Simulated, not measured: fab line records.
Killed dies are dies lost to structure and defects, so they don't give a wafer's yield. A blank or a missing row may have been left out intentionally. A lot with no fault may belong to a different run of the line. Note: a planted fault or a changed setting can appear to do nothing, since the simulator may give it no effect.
fab line records	flow berkeley_cmos170
record: lots: 13	wafers: 39	last_day: 11
route steps=331 shown ACTIVE@66 M2@288 M3@326
lots with no fault: from the same line, run without faults
start_h: hours from the record's first day to the start of the lot's first wafer shown	wait_h: how many hours have passed since the lot's step before this one	" repeats the value in the row above	L1.1+2: a single row standing in for several wafers	- no value present, or no start provided	* or withheld: withheld	< > ~ a bound
route shown NAME@n: a module of which the file shows steps, and the number in the route of the first	usual: mean/standard deviation taken from wafers without a fault	same: alike in all rows	chamber/n: place in a boat	sites: per-site readings	_std_site: standard deviation across them	_edge_site: outer sites' mean less inner sites'	radius_mm: how far each site lies from the wafer's centre	mask NAME#n: copy n	behind: the tool/chamber that last shaped the wafer	hold: cause of the lot's hold/its duration in hours/its outcome	device: the transistor (n, p or np) that didn't switch	end of line: the tests these same wafers got at the end of their route	a step with no rows: only its recipe	killed: dies lost to structure and defects at the first sort, not the wafer's yield	map: a wafer's dies, marking killed ones x, the rest . and places with no die _
set.NAME: setting as actually run; set.NAME@STEP: the setting as run at that earlier step	model.NAME: the simulator's own value behind a step, which no gauge read
the route's steps for a sample of lots (tables are steps, rows are wafers)
services: a tool's chamber out of use, with start hour (start_h, from the record's first day; less than 0 if before it), hours out, and reason
== steps ==
step: UCB170_ACTIVE_THK_MEAS_06
recipe: reads: Si3N4_of_ACTIVE_CVD_05
usual: ACTIVE_NITRIDE_THK: 220.2/2.1
lot.wafer	tool	chamber	start_h	wait_h	ACTIVE_NITRIDE_THK[nm]
L867.1	film_metro-02	-	75.70	0.0	218.3
L867.2	"	-	"	"	218.0
L867.3	"	-	"	"	218.4
L868.1	film_metro-02	-	82.43	0.0	218.2
L868.5	"	-	"	"	218.4
L868.6	"	-	"	"	218.3
L869.1	film_metro-02	-	97.37	0.0	220.8
L869.3	"	-	"	"	221.1
L869.6	"	-	"	"	221.1
L870.1	film_metro-01	-	97.37	0.0	224.0
L870.4	"	-	"	"	222.6
L870.5	"	-	"	"	221.4
L871.1	film_metro-01	-	111.69	0.0	218.0
L871.2	"	-	"	"	218.0
L871.3	"	-	"	"	218.4
L872.1	film_metro-02	-	111.69	0.0	219.8
L872.3	"	-	"	"	222.3
L872.4	"	-	"	"	218.5
L873.2	film_metro-01	-	119.18	0.0	223.9
L873.3	"	-	"	"	223.8
L873.5	"	-	"	"	222.8
L875.1	film_metro-01	-	129.02	0.0	222.8
L875.3	"	-	"	"	221.9
L875.5	"	-	"	"	221.6
L877.1	film_metro-01	-	129.08	0.1	223.8
L877.3	"	-	"	"	224.1
L877.4	"	-	"	"	225.8
L880.4	film_metro-04	-	155.83	0.0	221.3
L880.5	"	-	"	"	220.4
L880.6	"	-	"	"	221.2
L882.2	film_metro-02	-	157.73	0.0	216.2
L882.4	"	-	"	"	220.4
L882.6	"	-	"	"	218.7
L885.1	film_metro-04	-	176.22	0.0	220.5
L885.3	"	-	"	"	220.4
L885.5	"	-	"	"	217.5
L889.1	film_metro-01	-	188.13	0.0	221.5
L889.2	"	-	"	"	220.4
L889.4	"	-	"	"	220.4
step: UCB170_M2_ETCH_17
recipe: chemistry: N2/H2	target_depth_a: withheld	overetch_a: withheld	target: BARC	time_s: withheld	source_w: 500	bias_w: 100	pressure_mtorr: 30	n2_flow_sccm: 100	h2_flow_sccm: 200
usual: drypump_motor_current_A: 5.8/0.43	oes_product_au: 0.986/0.02	rf_fwd_power_W: 494.7/2	throttle_valve_pct: 13.33/0.18
lot.wafer	tool	chamber	start_h	wait_h	drypump_motor_current_A	oes_product_au	rf_fwd_power_W	throttle_valve_pct
L867.1	rie_diel-04	0	155.23	0.0	6.0	0.987	493.3	13.43
L867.2	"	2	"	"	6.3	0.990	494.2	13.52
L867.3	"	3	"	"	5.3	1.011	492.0	12.99
L868.1	rie_diel-03	1	167.33	0.0	5.4	1.019	494.5	13.23
L868.5	"	1	"	"	5.4	1.017	494.4	13.23
L868.6	"	3	"	"	5.5	0.993	493.6	13.50
L869.1	rie_diel-01	1	180.21	0.0	5.0	0.949	498.1	13.58
L869.3	"	0	"	"	6.3	0.989	496.7	13.16
L869.6	"	1	"	"	5.0	0.946	496.0	13.57
L870.1	rie_diel-01	2	180.82	0.0	5.7	0.982	492.3	13.45
L870.4	"	1	"	"	5.0	0.947	496.7	13.55
L870.5	"	0	"	"	6.3	1.004	495.4	13.17
L871.1	rie_diel-04	1	192.51	0.0	6.4	0.998	496.7	13.55
L871.2	"	3	"	"	5.3	1.002	492.1	13.01
L871.3	"	0	"	"	5.9	0.985	495.5	13.43
L873.2	rie_diel-03	0	192.65	0.0	6.6	0.970	496.0	13.23
L873.3	"	1	"	"	5.4	1.018	494.6	13.24
L873.5	"	0	"	"	6.5	0.972	495.6	13.24
L872.1	rie_diel-01	2	192.92	0.0	5.7	0.978	494.4	13.46
L872.3	"	3	"	"	5.7	0.982	492.3	13.16
L872.4	"	0	"	"	6.3	0.991	495.8	13.16
L877.1	rie_diel-04	3	213.71	0.0	5.3	1.004	494.8	13.02
L877.3	"	0	"	"	5.9	0.970	493.5	13.43
L877.4	"	1	"	"	6.4	0.995	496.9	13.54
L875.1	rie_diel-04	2	214.65	0.0	6.3	0.978	493.9	13.53
L875.3	"	1	"	"	6.4	0.997	495.7	13.56
L875.5	"	3	"	"	5.3	1.007	493.4	13.02
L880.4	rie_diel-04	1	240.16	0.0	6.4	1.003	497.0	13.54
L880.5	"	0	"	"	6.0	0.978	493.2	13.42
L880.6	"	3	"	"	5.3	0.995	495.0	13.01
L882.2	rie_diel-01	0	242.18	0.0	6.4	0.998	496.3	13.17
L882.4	"	2	"	"	5.7	0.957	491.5	13.39
L882.6	"	0	"	"	6.3	0.996	496.4	13.17
L885.1	rie_diel-04	0	262.17	0.0	5.9	0.979	493.0	13.44
L885.3	"	3	"	"	5.3	1.015	496.2	13.00
L885.5	"	3	"	"	5.3	0.994	494.4	13.00
L889.1	rie_diel-04	0	263.25	0.0	6.0	0.968	493.9	13.44
L889.2	"	3	"	"	5.3	0.991	492.7	13.00
L889.4	"	2	"	"	6.3	0.949	494.5	13.43
step: UCB170_M2_STRIP_19
recipe: chemistry: O2	power_w: 400	pressure_mtorr: 3500	platen_temp_c: withheld	o2_flow_sccm: 400	overash_fraction: 0.5
usual: drypump_motor_current_A: 5.9/0.36	oes_product_au: 0.551/0.0079
lot.wafer	tool	chamber	start_h	wait_h	drypump_motor_current_A	oes_product_au	rf_hours_counter_h
L867.1	plasma_asher-02	0	155.46	0.1	5.9	0.555	43
L867.2	"	1	"	"	5.5	0.554	43
L867.3	"	1	"	"	5.5	0.554	-
L868.1	plasma_asher-04	0	167.56	0.1	5.9	0.566	45
L868.5	"	0	"	"	5.9	0.556	-
L868.6	"	1	"	"	6.6	0.557	-
L869.1	plasma_asher-04	0	180.44	0.1	5.9	0.554	47
L869.3	"	0	"	"	5.9	0.556	-
L869.6	"	0	"	"	5.9	0.556	-
L870.1	plasma_asher-04	1	181.05	0.1	6.6	0.559	47
L870.4	"	1	"	"	6.6	0.541	-
L870.5	"	1	"	"	6.6	0.546	-
L871.1	plasma_asher-04	1	192.74	0.1	6.6	0.543	48
L871.2	"	0	"	"	5.9	0.561	48
L871.3	"	1	"	"	6.6	0.556	-
L873.2	plasma_asher-03	0	192.88	0.1	5.5	0.544	42
L873.3	"	1	"	"	5.7	0.545	-
L873.5	"	0	"	"	5.5	0.545	-
L872.1	plasma_asher-02	0	193.15	0.1	5.9	0.543	48
L872.3	"	0	"	"	5.9	0.548	-
L872.4	"	1	"	"	5.6	0.555	-
L877.1	plasma_asher-04	0	214.00	0.2	5.9	0.557	50
L877.3	"	1	"	"	6.5	0.557	-
L877.4	"	0	"	"	5.9	0.571	-
L875.1	plasma_asher-02	0	214.95	0.2	5.9	0.546	50
L875.3	"	0	"	"	5.9	0.534	-
L875.5	"	0	"	"	5.9	0.543	-
L880.4	plasma_asher-03	0	240.59	0.2	5.4	0.549	-
L880.5	"	1	"	"	5.7	0.540	-
L880.6	"	0	"	"	5.5	0.537	-
L882.2	plasma_asher-03	1	242.41	0.1	5.7	0.553	49
L882.4	"	1	"	"	5.7	0.550	-
L882.6	"	0	"	"	5.5	0.558	-
L885.1	plasma_asher-02	1	262.40	0.1	5.5	0.552	56
L885.3	"	1	"	"	5.5	0.565	-
L885.5	"	0	"	"	5.9	0.549	-
L889.1	plasma_asher-02	0	263.48	0.1	5.9	0.555	56
L889.2	"	1	"	"	5.5	0.553	56
L889.4	"	1	"	"	5.5	0.549	-
step: UCB170_M3_ETCH_17
recipe: chemistry: N2/H2	target_depth_a: withheld	overetch_a: withheld	target: BARC	time_s: withheld	source_w: 500	bias_w: 100	pressure_mtorr: 30	n2_flow_sccm: 100	h2_flow_sccm: 200
usual: drypump_motor_current_A: 5.8/0.41	oes_product_au: 0.984/0.022	rf_fwd_power_W: 494.4/2.4	throttle_valve_pct: 13.35/0.13
lot.wafer	tool	chamber	start_h	wait_h	drypump_motor_current_A	oes_product_au	rf_fwd_power_W	throttle_valve_pct
L867.1	rie_diel-03	1	162.21	0.0	5.4	1.020	494.5	13.23
L867.2	"	0	"	"	6.6	0.975	496.5	13.32
L867.3	"	2	"	"	5.8	0.985	495.4	13.45
L868.1	rie_diel-01	2	173.40	0.0	5.8	0.985	491.8	13.45
L868.5	"	2	"	"	5.7	0.994	495.9	13.47
L868.6	"	1	"	"	5.0	0.945	495.0	13.57
L869.1	rie_diel-02	1	185.73	0.0	5.9	1.011	491.4	13.54
L869.3	"	3	"	"	5.5	0.974	494.8	13.39
L869.6	"	2	"	"	6.4	0.962	492.1	13.44
L870.1	rie_diel-03	1	186.30	0.0	5.3	1.018	494.6	13.23
L870.4	"	1	"	"	5.3	1.035	494.8	13.23
L870.5	"	3	"	"	5.6	0.983	498.5	13.51
L871.1	rie_diel-03	3	199.65	0.0	5.6	0.995	497.3	13.51
L871.2	"	0	"	"	6.5	0.984	491.3	13.22
L871.3	"	2	"	"	5.8	0.983	494.3	13.45
L873.2	rie_diel-01	0	199.87	0.0	6.3	0.995	497.0	13.17
L873.3	"	1	"	"	5.0	0.941	498.9	13.57
L873.5	"	3	"	"	5.7	0.983	493.8	13.17
L872.1	rie_diel-02	3	200.12	0.0	5.5	0.976	498.0	13.41
L872.3	"	0	"	"	6.0	0.972	490.3	13.31
L872.4	"	2	"	"	6.4	0.959	495.0	13.44
L877.1	rie_diel-02	1	220.08	0.0	5.8	1.019	493.1	13.53
L877.3	"	2	"	"	6.4	0.950	492.9	13.46
L877.4	"	0	"	"	6.0	0.973	493.3	13.33
L875.1	rie_diel-03	0	221.07	0.0	6.5	0.972	493.0	13.23
L875.3	"	3	"	"	5.6	0.992	498.6	13.51
L875.5	"	0	"	"	6.6	0.979	493.6	13.23
L880.4	rie_diel-03	0	246.26	0.0	6.5	0.973	492.7	13.22
L880.5	"	1	"	"	5.4	1.023	494.5	13.22
L880.6	"	2	"	"	5.8	0.979	493.0	13.44
L882.2	rie_diel-01	3	248.55	0.0	5.6	0.983	495.0	13.15
L882.4	"	2	"	"	5.8	0.949	494.0	13.38
L882.6	"	0	"	"	6.3	0.986	496.5	13.15
L885.1	rie_diel-02	0	268.14	0.0	6.0	0.973	491.1	13.31
L885.3	"	3	"	"	5.5	0.975	498.3	13.40
L885.5	"	2	"	"	6.5	0.950	494.2	13.45
L889.1	rie_diel-01	2	269.37	0.0	5.8	0.945	492.8	13.39
L889.2	"	1	"	"	5.0	0.983	498.4	13.51
L889.4	"	0	"	"	6.3	1.063	495.8	13.18
== services ==
tool	chamber	start_h	hours	kind
rie_diel-01	0	156.01	6.6	repair
rie_diel-01	3	162.95	6.2	repair
rie_diel-03	0	164.36	-	clean
rie_diel-03	0	164.36	23.3	scheduled_down
rie_diel-03	0	164.36	23.3	vent_cycle
rie_diel-02	1	168.39	8.0	repair
rie_diel-04	1	179.49	4.3	repair
plasma_asher-02	-	197.89	0.8	repair
rie_diel-01	2	199.48	-	clean
rie_diel-01	2	199.48	15.7	scheduled_down
rie_diel-01	2	199.48	15.7	vent_cycle
plasma_asher-04	-	218.20	1.5	repair
rie_diel-04	2	232.41	-	clean
rie_diel-04	2	232.41	16.2	scheduled_down
rie_diel-04	2	232.41	16.2	vent_cycle
rie_diel-01	2	232.74	5.2	repair
rie_diel-02	-	233.14	2.8	pm
plasma_asher-02	-	237.39	1.4	repair
rie_diel-01	1	238.00	-	clean
rie_diel-01	1	238.00	15.5	scheduled_down
rie_diel-01	1	238.00	15.5	vent_cycle
== key ==
first_sign: step: UCB170_M3_ETCH_17	reading: oes_product_au	direction: up	sigmas: 3.6	usual: 0.984	struck: 1.063
effect none on later readings
met_at UCB170_M3_ETCH_17
struck_lots L889
struck_wafers L889.4
not_acting_at UCB170_ACTIVE_THK_MEAS_06,UCB170_M2_ETCH_17,UCB170_M2_STRIP_19
onset_between 248.55 269.37
fault: kind: process_parameter_drift	tool: rie_diel-01	chamber: 0	onset_h: 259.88	steps: UCB170_M3_ETCH_17	channel: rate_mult	offset: 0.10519	shape: step	end_h: 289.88
